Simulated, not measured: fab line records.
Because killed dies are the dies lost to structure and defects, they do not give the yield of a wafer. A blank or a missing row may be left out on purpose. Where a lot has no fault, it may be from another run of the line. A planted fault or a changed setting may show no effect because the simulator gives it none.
Lot-split experiment :: flow berkeleyCmos170 :: 23 wafers read across 5 lots, on a route 331 steps long

== ON THE SPLIT ==
At UCB170_M3_SPUTTER_01 (material Al, target thk 900 nm, time 120 s), the setting timeS was moved away from the recipe's 120 s on 6 of the 23 wafers read, by -6.3% to +9.2%. All remaining wafers had this setting at the recipe value.

== FROM SPLIT TO READING: 1 step shown by the file between the two ==
- UCB170_M3_RS_MEAS_02: measures by four-point-probe

== THE READING ==
M3_AL_THK, in nm, at UCB170_M3_THK_MEAS_03 (measures by xrf). On this fab line, fault-free wafers typically give 900 nm with a standard deviation of 7.6 nm.

wafer: L074.1
tool, chamber at the split: pvdSputter-04, -
timeS as run, s: 120
against the recipe: recipe
M3_AL_THK, nm: 904
against lot-mates on the recipe: -

wafer: L074.2
tool, chamber at the split: pvdSputter-04, -
timeS as run, s: 120
against the recipe: recipe
M3_AL_THK, nm: 906
against lot-mates on the recipe: -

wafer: L074.3
tool, chamber at the split: pvdSputter-04, -
timeS as run, s: 120
against the recipe: recipe
M3_AL_THK, nm: 918
against lot-mates on the recipe: -

wafer: L074.4
tool, chamber at the split: pvdSputter-04, -
timeS as run, s: 120
against the recipe: recipe
M3_AL_THK, nm: 895
against lot-mates on the recipe: -

wafer: L074.5
tool, chamber at the split: pvdSputter-04, -
timeS as run, s: 120
against the recipe: recipe
M3_AL_THK, nm: 906
against lot-mates on the recipe: -

wafer: L078.1
tool, chamber at the split: pvdSputter-03, -
timeS as run, s: 120
against the recipe: recipe
M3_AL_THK, nm: 903
against lot-mates on the recipe: -

wafer: L078.2
tool, chamber at the split: pvdSputter-03, -
timeS as run, s: 112.4
against the recipe: -6.3%
M3_AL_THK, nm: 852
against lot-mates on the recipe: -58

wafer: L078.3
tool, chamber at the split: pvdSputter-03, -
timeS as run, s: 120
against the recipe: recipe
M3_AL_THK, nm: 916
against lot-mates on the recipe: -

wafer: L078.5
tool, chamber at the split: pvdSputter-03, -
timeS as run, s: 112.4
against the recipe: -6.3%
M3_AL_THK, nm: 852
against lot-mates on the recipe: -58

wafer: L078.6
tool, chamber at the split: pvdSputter-03, -
timeS as run, s: 112.4
against the recipe: -6.3%
M3_AL_THK, nm: 855
against lot-mates on the recipe: -54

wafer: L083.1
tool, chamber at the split: pvdSputter-04, -
timeS as run, s: 120
against the recipe: recipe
M3_AL_THK, nm: 903
against lot-mates on the recipe: -

wafer: L083.2
tool, chamber at the split: pvdSputter-04, -
timeS as run, s: 131
against the recipe: +9.2%
M3_AL_THK, nm: 980
against lot-mates on the recipe: +79

wafer: L083.3
tool, chamber at the split: pvdSputter-04, -
timeS as run, s: 131
against the recipe: +9.2%
M3_AL_THK, nm: 975
against lot-mates on the recipe: +74

wafer: L083.4
tool, chamber at the split: pvdSputter-04, -
timeS as run, s: 120
against the recipe: recipe
M3_AL_THK, nm: 899
against lot-mates on the recipe: -

wafer: L083.6
tool, chamber at the split: pvdSputter-04, -
timeS as run, s: 131
against the recipe: +9.2%
M3_AL_THK, nm: 981
against lot-mates on the recipe: +80

wafer: L085.1
tool, chamber at the split: pvdSputter-02, -
timeS as run, s: 120
against the recipe: recipe
M3_AL_THK, nm: 907
against lot-mates on the recipe: -

wafer: L085.3
tool, chamber at the split: pvdSputter-02, -
timeS as run, s: 120
against the recipe: recipe
M3_AL_THK, nm: 905
against lot-mates on the recipe: -

wafer: L085.5
tool, chamber at the split: pvdSputter-02, -
timeS as run, s: 120
against the recipe: recipe
M3_AL_THK, nm: 905
against lot-mates on the recipe: -

wafer: L084.1
tool, chamber at the split: pvdSputter-03, -
timeS as run, s: 120
against the recipe: recipe
M3_AL_THK, nm: 900
against lot-mates on the recipe: -

wafer: L084.2
tool, chamber at the split: pvdSputter-03, -
timeS as run, s: 120
against the recipe: recipe
M3_AL_THK, nm: 888
against lot-mates on the recipe: -

wafer: L084.3
tool, chamber at the split: pvdSputter-03, -
timeS as run, s: 120
against the recipe: recipe
M3_AL_THK, nm: 891
against lot-mates on the recipe: -

wafer: L084.4
tool, chamber at the split: pvdSputter-03, -
timeS as run, s: 120
against the recipe: recipe
M3_AL_THK, nm: 891
against lot-mates on the recipe: -

wafer: L084.5
tool, chamber at the split: pvdSputter-03, -
timeS as run, s: 120
against the recipe: recipe
M3_AL_THK, nm: 882
against lot-mates on the recipe: -

THE FIT
A straight line over all 23 wafers: M3_AL_THK changes by +8.16 nm for each +1% of timeS; r = +0.97; the points scatter about the line by 8.4 nm.
The same after taking each lot's own level away (the mean of its wafers on the recipe; 23 wafers): +8.63 nm for each +1%; r = +0.99; scatter 5.2 nm.
Per that fit: largest timeS move, reading shift of 79 nm.
The lots' own levels span 890.4 to 909.5 nm, that is 2.5 times the standard deviation above.
Hence the lot-to-lot level has little effect on the slope; both slopes agree.
Check: for one of the wafers moved furthest among these (+9.2%), held out of the fit, the line's prediction against its lot-mates is +78.5 nm. It came out at +79 nm against them.

== THESE WAFERS: OTHER SPLITS ==
Other splits were also applied to these wafers ahead of the reading. Each is held against what the fit with the lots' levels taken away leaves over:
other split on the same wafers: UCB170_SDANNEAL_RTA_01 timeS
wafers away from the commonest value: 9
r with M3_AL_THK (lot level and that fit taken away): +0.34

other split on the same wafers: UCB170_CONTACT_COAT_04 resistThkNm
wafers away from the commonest value: 9
r with M3_AL_THK (lot level and that fit taken away): +0.16

other split on the same wafers: UCB170_M1_METAL_ETCH_12 timeS
wafers away from the commonest value: 5
r with M3_AL_THK (lot level and that fit taken away): +0.09

other split on the same wafers: UCB170_V1_PEB_10 pebTempC
wafers away from the commonest value: 8
r with M3_AL_THK (lot level and that fit taken away): +0.06

other split on the same wafers: UCB170_V2_COAT_07 resistThkNm
wafers away from the commonest value: 7
r with M3_AL_THK (lot level and that fit taken away): -0.14

== THE WHOLE CHAIN: every reading that the file lists as answering this split, in the file's order ==
step: UCB170_M3_SPUTTER_01
what it does: material Al, target thk 900 nm, time 120 s
reading: Al_of_M3_SPUTTER_01.thkNm (the simulator's own value, which no gauge read)
change (the file's fit): +8.64 nm for each +1% of the setting
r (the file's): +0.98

step: UCB170_M3_RS_MEAS_02
what it does: measures by four-point-probe
reading: M3_AL_RS
change (the file's fit): -0.000306 for each +1% of the setting
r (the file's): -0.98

step: UCB170_M3_THK_MEAS_03
what it does: measures by xrf
reading: M3_AL_THK
change (the file's fit): +8.6 for each +1% of the setting
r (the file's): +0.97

== FILE'S OWN FIT ==
M3_AL_THK changes by +8.6 nm for each +1% of timeS, r = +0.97.
